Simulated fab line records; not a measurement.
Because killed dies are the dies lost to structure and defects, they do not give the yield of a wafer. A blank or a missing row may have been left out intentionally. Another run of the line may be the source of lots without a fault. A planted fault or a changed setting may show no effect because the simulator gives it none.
fab line records ; flow berkeley_cmos170 ; part 2 of 2: steps 29 to 39 of 39
record lots=5; wafers=15; last_day=12
route steps=331 shown NLDD@160 SPACER@171 PSD@175 NSD@187
lots untouched by any fault: they come from a run of this same line in which no faults occurred
start_h: start of the lot's first displayed wafer, in hours after the record's first day ; wait_h: how many hours have passed since the lot's step before this one ; " same as the row above ; L1.1+2: several wafers, shown together as one row ; - no value, or no start was given ; * or withheld: withheld ; < > ~ a bound
route shown NAME@n: names a module that has steps shown in the file, with the first one's number in the route ; usual: mean and standard deviation over wafers with no fault ; same: alike in all rows ; chamber/n: place in a boat ; sites: each site's reading ; _std_site: how widely they spread, as a standard deviation ; _edge_site: outer sites' mean less inner sites' ; radius_mm: for every site, how far away it sits from the centre of the wafer ; mask NAME#n: copy n ; behind: tool/chamber where the wafer was last shaped ; hold: the reason the lot was held/the length of the hold in hours/how it ended ; device: which transistor (n, p or np) failed to switch ; end of line: the same wafers' tests at the end of the route ; a step without rows: its recipe alone ; killed: at the first sort, the dies lost to defects and structure; wafer yield is something else ; map: per-die view of a wafer (x killed, . not killed, _ where there is no die)
set.NAME: setting as actually run; set.NAME@STEP: the setting as run at that earlier step ; model.NAME: the simulator's own value behind a step, which no gauge read
lots at some steps of the route; a table a step, a row a wafer
services: from which hour (start_h, from the record's first day; less than 0 if before it) a tool's chamber was out of use, for how many hours, and why
## steps
# step UCB170_NSD_COAT_01
# recipe resist=KrF; spin_rpm=1500; resist_thk_nm=900
# usual spin_speed_rpm=1499.8/1
lot.wafer;tool;chamber;start_h;wait_h;spin_speed_rpm
L078.1;litho_track-01;0;165.27;0.1;1499.7
L078.3;litho_track-01;0;165.27;0.1;1500.7
L078.6;litho_track-01;0;165.27;0.1;1500.0
L087.2;litho_track-02;0;199.37;0.1;1500.4
L087.3;litho_track-02;0;199.37;0.1;1499.3
L087.5;litho_track-02;0;199.37;0.1;1501.3
L089.1;litho_track-01;0;218.11;0.1;1499.2
L089.2;litho_track-01;0;218.11;0.1;1501.9
L089.4;litho_track-01;0;218.11;0.1;1500.3
L092.2;litho_track-04;0;232.86;0.1;1499.2
L092.5;litho_track-04;0;232.86;0.1;1499.3
L092.6;litho_track-04;0;232.86;0.1;1500.2
L095.1;litho_track-01;0;262.67;0.1;1500.2
L095.2;litho_track-01;0;262.67;0.1;1501.2
L095.6;litho_track-01;0;262.67;0.1;1501.3
# step UCB170_NSD_SOFTBAKE_02
# recipe resist=KrF; temp_c=130; time_s=60
# usual plate_temp_C=130.00/0.14
# same time_s=60
lot.wafer;tool;chamber;start_h;wait_h;plate_temp_C
L078.1;litho_track-01;0;165.42;0.1;129.92
L078.3;litho_track-01;0;165.42;0.1;130.09
L078.6;litho_track-01;0;165.42;0.1;130.22
L087.2;litho_track-02;0;199.52;0.1;129.80
L087.3;litho_track-02;0;199.52;0.1;129.73
L087.5;litho_track-02;0;199.52;0.1;129.99
L089.1;litho_track-01;0;218.26;0.1;129.77
L089.2;litho_track-01;0;218.26;0.1;129.74
L089.4;litho_track-01;0;218.26;0.1;129.88
L092.2;litho_track-04;0;233.01;0.1;129.93
L092.5;litho_track-04;0;233.01;0.1;130.01
L092.6;litho_track-04;0;233.01;0.1;130.07
L095.1;litho_track-01;0;262.82;0.1;129.85
L095.2;litho_track-01;0;262.82;0.1;130.09
L095.6;litho_track-01;0;262.82;0.1;130.04
# step UCB170_NSD_EXPOSE_03
# recipe mask_id=NSELECT_MOD; na=0.5; sigma_outer=0.6; source_shape=conventional; target_cd_nm=1200; dose_mj=30
# same na=0.5
lot.wafer;tool;chamber;start_h;wait_h;mask
L078.1+3+6;krf_scanner-01;0;165.85;0.4;NSELECT_MOD#0
L087.2+3+5;krf_scanner-02;0;199.88;0.3;NSELECT_MOD#0
L089.1+2+4;krf_scanner-02;0;218.41;0.1;NSELECT_MOD#0
L092.2+5+6;krf_scanner-01;0;233.28;0.2;NSELECT_MOD#0
L095.1+2+6;krf_scanner-01;0;263.10;0.2;NSELECT_MOD#0
# step UCB170_NSD_PEB_04
# recipe peb_temp_c=130; peb_time_s=withheld; resist=KrF
# usual plate_temp_C=130.02/0.15
lot.wafer;tool;chamber;start_h;wait_h;plate_temp_C
L078.1;litho_track-01;0;166.12;0.3;130.26
L078.3;litho_track-01;0;166.12;0.3;130.08
L078.6;litho_track-01;0;166.12;0.3;130.16
L087.2;litho_track-01;0;200.01;0.1;130.00
L087.3;litho_track-01;0;200.01;0.1;130.21
L087.5;litho_track-01;0;200.01;0.1;130.26
L089.1;litho_track-01;0;218.53;0.1;130.12
L089.2;litho_track-01;0;218.53;0.1;130.11
L089.4;litho_track-01;0;218.53;0.1;130.05
L092.2;litho_track-01;0;233.40;0.1;130.10
L092.5;litho_track-01;0;233.40;0.1;129.87
L092.6;litho_track-01;0;233.40;0.1;129.83
L095.1;litho_track-02;0;263.22;0.1;130.08
L095.2;litho_track-02;0;263.22;0.1;130.15
L095.6;litho_track-02;0;263.22;0.1;130.20
# step UCB170_NSD_DEVELOP_05
# recipe developer=TMAH; develop_time_s=45; resist=KrF; dev_temp_c=21
# same develop_time_s=45
lot.wafer;tool;chamber;start_h;wait_h
L078.1+3+6;litho_track-01;0;-;-
L087.2+3+5;litho_track-01;0;-;-
L089.1+2+4;litho_track-01;0;-;-
L092.2+5+6;litho_track-01;0;-;-
L095.1+2+6;litho_track-02;0;-;-
# step UCB170_NSD_CD_MEAS_06
# recipe target_cd_nm=1200
# usual cd_nm=1199.8/1.5
lot.wafer;tool;chamber;start_h;wait_h;cd_nm
L078.1;cd_sem-01;-;166.40;-;1199.6
L078.3;cd_sem-01;-;166.40;-;1200.0
L078.6;cd_sem-01;-;166.40;-;1200.4
L087.2;cd_sem-02;-;200.28;-;1197.7
L087.3;cd_sem-02;-;200.28;-;1197.1
L087.5;cd_sem-02;-;200.28;-;1199.4
L089.1;cd_sem-02;-;218.81;-;1198.8
L089.2;cd_sem-02;-;218.81;-;1200.3
L089.4;cd_sem-02;-;218.81;-;1200.7
L092.2;cd_sem-02;-;233.67;-;1202.2
L092.5;cd_sem-02;-;233.67;-;1201.6
L092.6;cd_sem-02;-;233.67;-;1201.8
L095.1;cd_sem-02;-;263.49;-;1200.2
L095.2;cd_sem-02;-;263.49;-;1199.9
L095.6;cd_sem-02;-;263.49;-;1199.3
# step UCB170_NSD_OVL_MEAS_07
# usual NSD_OVL=-1/7.1
lot.wafer;tool;chamber;start_h;wait_h;NSD_OVL[nm]
L078.1;overlay-02;-;166.52;0.1;16
L078.3;overlay-02;-;166.52;0.1;7
L078.6;overlay-02;-;166.52;0.1;5
L087.2;overlay-02;-;200.38;0.1;6
L087.3;overlay-02;-;200.38;0.1;0
L087.5;overlay-02;-;200.38;0.1;9
L089.1;overlay-02;-;218.93;0.1;1
L089.2;overlay-02;-;218.93;0.1;-2
L089.4;overlay-02;-;218.93;0.1;-10
L092.2;overlay-01;-;233.78;0.1;12
L092.5;overlay-01;-;233.78;0.1;13
L092.6;overlay-01;-;233.78;0.1;17
L095.1;overlay-02;-;263.61;0.1;9
L095.2;overlay-02;-;263.61;0.1;10
L095.6;overlay-02;-;263.61;0.1;5
# step UCB170_NSD_IMPLANT_08
# recipe species=P; dose_cm2=2.958e+15; energy_kev=40; tilt_deg=7
# usual end_station_pressure_torr=1.24e-05/6.6e-07
lot.wafer;tool;chamber;start_h;wait_h;end_station_pressure_torr
L078.1;implanter-02;0;166.61;0.1;1.39e-05
L078.3;implanter-02;0;166.61;0.1;1.14e-05
L078.6;implanter-02;0;166.61;0.1;1.22e-05
L087.2;implanter-02;0;200.44;0.0;1.32e-05
L087.3;implanter-02;0;200.44;0.0;1.18e-05
L087.5;implanter-02;0;200.44;0.0;1.28e-05
L089.1;implanter-01;0;218.96;0.0;1.27e-05
L089.2;implanter-01;0;218.96;0.0;1.27e-05
L089.4;implanter-01;0;218.96;0.0;1.18e-05
L092.2;implanter-02;0;233.83;0.0;1.2e-05
L092.5;implanter-02;0;233.83;0.0;1.24e-05
L092.6;implanter-02;0;233.83;0.0;1.33e-05
L095.1;implanter-01;0;263.65;0.0;1.4e-05
L095.2;implanter-01;0;263.65;0.0;1.22e-05
L095.6;implanter-01;0;263.65;0.0;1.26e-05
# step UCB170_NSD_STRIP_09
# recipe chemistry=O2; power_w=400; pressure_mtorr=3500; platen_temp_c=withheld; o2_flow_sccm=400; overash_fraction=0.5
# usual drypump_motor_current_A=6.0/0.33; oes_product_au=0.535/0.0044; strip_time_to_endpoint_s=35.71/0.076
lot.wafer;tool;chamber;start_h;wait_h;drypump_motor_current_A;oes_product_au;rf_hours_counter_h;strip_time_to_endpoint_s
L078.1;plasma_asher-02;0;166.76;0.1;5.7;0.542;38;35.79
L078.3;plasma_asher-02;1;166.76;0.1;6.0;0.538;-;35.74
L078.6;plasma_asher-02;0;166.76;0.1;5.7;0.533;-;35.77
L087.2;plasma_asher-04;0;200.56;0.1;5.8;0.540;7;35.73
L087.3;plasma_asher-04;0;200.56;0.1;5.8;0.541;-;35.66
L087.5;plasma_asher-04;1;200.56;0.1;6.2;0.532;-;35.72
L089.1;plasma_asher-04;0;219.11;0.1;5.8;0.539;9;35.75
L089.2;plasma_asher-04;1;219.11;0.1;6.2;0.533;9;35.81
L089.4;plasma_asher-04;1;219.11;0.1;6.2;0.534;-;35.71
L092.2;plasma_asher-02;0;233.96;0.1;5.6;0.535;45;35.69
L092.5;plasma_asher-02;1;233.96;0.1;6.1;0.544;-;35.59
L092.6;plasma_asher-02;0;233.96;0.1;5.7;0.542;-;35.56
L095.1;plasma_asher-04;1;263.80;0.1;6.2;0.538;13;35.71
L095.2;plasma_asher-04;0;263.80;0.1;5.8;0.541;13;35.65
L095.6;plasma_asher-04;0;263.80;0.1;5.8;0.539;-;35.73
# step UCB170_NSD_TW_MEAS_10
# usual NSD_TW=4177/18
lot.wafer;tool;chamber;start_h;wait_h;NSD_TW
L078.1;film_metro-02;-;166.86;0.1;4178
L078.3;film_metro-02;-;166.86;0.1;4163
L078.6;film_metro-02;-;166.86;0.1;4159
L087.2;film_metro-01;-;200.67;0.1;4181
L087.3;film_metro-01;-;200.67;0.1;4179
L087.5;film_metro-01;-;200.67;0.1;4184
L089.1;film_metro-02;-;219.21;0.1;4173
L089.2;film_metro-02;-;219.21;0.1;4165
L089.4;film_metro-02;-;219.21;0.1;4152
L092.2;film_metro-01;-;234.07;0.1;4205
L092.5;film_metro-01;-;234.07;0.1;4201
L092.6;film_metro-01;-;234.07;0.1;4232
L095.1;film_metro-04;-;263.90;0.1;4160
L095.2;film_metro-04;-;263.90;0.1;4194
L095.6;film_metro-04;-;263.90;0.1;4179
# step UCB170_NSD_CLEAN_11
# recipe chemistry=SPM; temp_c=120; time_s=600
# same time_s=600
lot.wafer;tool;chamber;start_h;wait_h
L078.1+3+6;wet_bench-02;2;166.92;0.1
L087.2+3+5;wet_bench-03;0;200.72;0.0
L089.1+2+4;wet_bench-02;3;219.27;0.1
L092.2+5+6;wet_bench-02;1;234.12;0.0
L095.1+2+6;wet_bench-03;3;263.96;0.1
## services
tool;chamber;start_h;hours;kind
krf_scanner-02;-;134.87;1.0;pm
krf_scanner-02;-;142.57;0.8;pm
plasma_asher-04;-;145.42;14.6;pm
implanter-01;-;160.48;3.2;pm
implanter-01;-;164.15;1.2;repair
krf_scanner-01;-;166.06;3.9;repair
wet_bench-03;-;168.59;1.7;repair
pecvd-04;-;170.33;0.8;repair
implanter-04;-;178.39;5.1;pm
pecvd-04;-;179.44;1.0;repair
furnace-04;-;184.28;39.7;pm
krf_scanner-02;-;187.39;0.3;repair
rie_diel-01;3;193.10;5.3;repair
furnace-02;-;210.64;2.3;pm
plasma_asher-03;-;214.55;2.8;pm
plasma_asher-03;-;218.17;2.3;repair
krf_scanner-02;-;219.04;1.0;repair
implanter-03;-;228.81;3.4;repair
pecvd-04;-;230.76;0.9;repair
wet_bench-03;-;235.41;2.5;repair
krf_scanner-02;-;236.25;1.3;pm
krf_scanner-01;-;237.55;0.8;pm
krf_scanner-01;-;246.41;1.4;repair
implanter-03;-;259.53;0.5;repair
